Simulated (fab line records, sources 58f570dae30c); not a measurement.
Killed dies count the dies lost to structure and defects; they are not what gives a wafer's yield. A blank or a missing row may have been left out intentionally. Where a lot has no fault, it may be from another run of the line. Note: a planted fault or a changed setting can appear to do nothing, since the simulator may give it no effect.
Which tool was responsible? / flow berkeley-cmos170 / 42 wafers sampled from 14 lots at 1 step of a route of 331

## WHAT THE GAUGES SHOWED, per wafer
UCB170_PSD_TW_MEAS_10.
lot=L529; measured=day 6 23:11; on=film-metro-02; PSD_TW=2311 2313 2318
lot=L533; measured=day 7 07:44; on=film-metro-02; PSD_TW=2324 2319 2303
lot=L530; measured=day 7 07:45; on=film-metro-04; PSD_TW=2320 2318 2321
lot=L532; measured=day 7 08:02; on=film-metro-01; PSD_TW=2290 2293 2286
lot=L534; measured=day 7 19:44; on=film-metro-01; PSD_TW=2291 2279 2288
lot=L536; measured=day 8 09:01; on=film-metro-01; PSD_TW=2293 2298 2311
lot=L535; measured=day 8 09:11; on=film-metro-04; PSD_TW=2295 2296 2305
lot=L539; measured=day 8 16:55; on=film-metro-02; PSD_TW=2322 2322 2323
lot=L537; measured=day 8 17:12; on=film-metro-02; PSD_TW=2314 2314 2317
lot=L538; measured=day 9 00:11; on=film-metro-01; PSD_TW=2307 2297 2293
lot=L543; measured=day 9 23:55; on=film-metro-04; PSD_TW=2320 2337 2324
lot=L547; measured=day 10 08:38; on=film-metro-02; PSD_TW=2318 2312 2311
lot=L550; measured=day 11 05:44; on=film-metro-02; PSD_TW=2324 2328 2327
lot=L551; measured=day 11 06:28; on=film-metro-02; PSD_TW=2332 2328 2333

## TOOL THAT RAN EACH LOT (tool first, then ch and the chambers of the sampled wafers, then the start)
Before these readings, the record contains no process step.

## WHAT THE TOOLS THEMSELVES READ (means of the sampled wafers that have a number; where no wafer has one, the mark that the record gives instead)
The record holds no such reading with a usual standard deviation.

## THE ANSWER, worked out from the rows above alone
Rule: usual is defined by the lots themselves. The widest of any qualifying gaps counts: lots, ordered by their means at a reading, are off when they make up no more than a third of the lots, leave a main group of 4 or more, and stand apart from it by 3 or more times the standard deviation of that group's means. The tables above print the reading to a certain number of digits; a main group whose means all agree to those digits is not used. A lot without any number at a reading at which 4 lots or more have one is off too. All remaining lots with rows at the step are treated as sound. The gauges are gone through in route order, then the tools' own readings, and for those a lot's mean is taken as printed above. The first step at which some lot is off is used, and at that step the reading that is off furthest; a lot without a number counts as furthest.
None of the lots is off at any reading shown; this tells nothing.

## WHAT WAS PUT IN BY THE SIMULATOR
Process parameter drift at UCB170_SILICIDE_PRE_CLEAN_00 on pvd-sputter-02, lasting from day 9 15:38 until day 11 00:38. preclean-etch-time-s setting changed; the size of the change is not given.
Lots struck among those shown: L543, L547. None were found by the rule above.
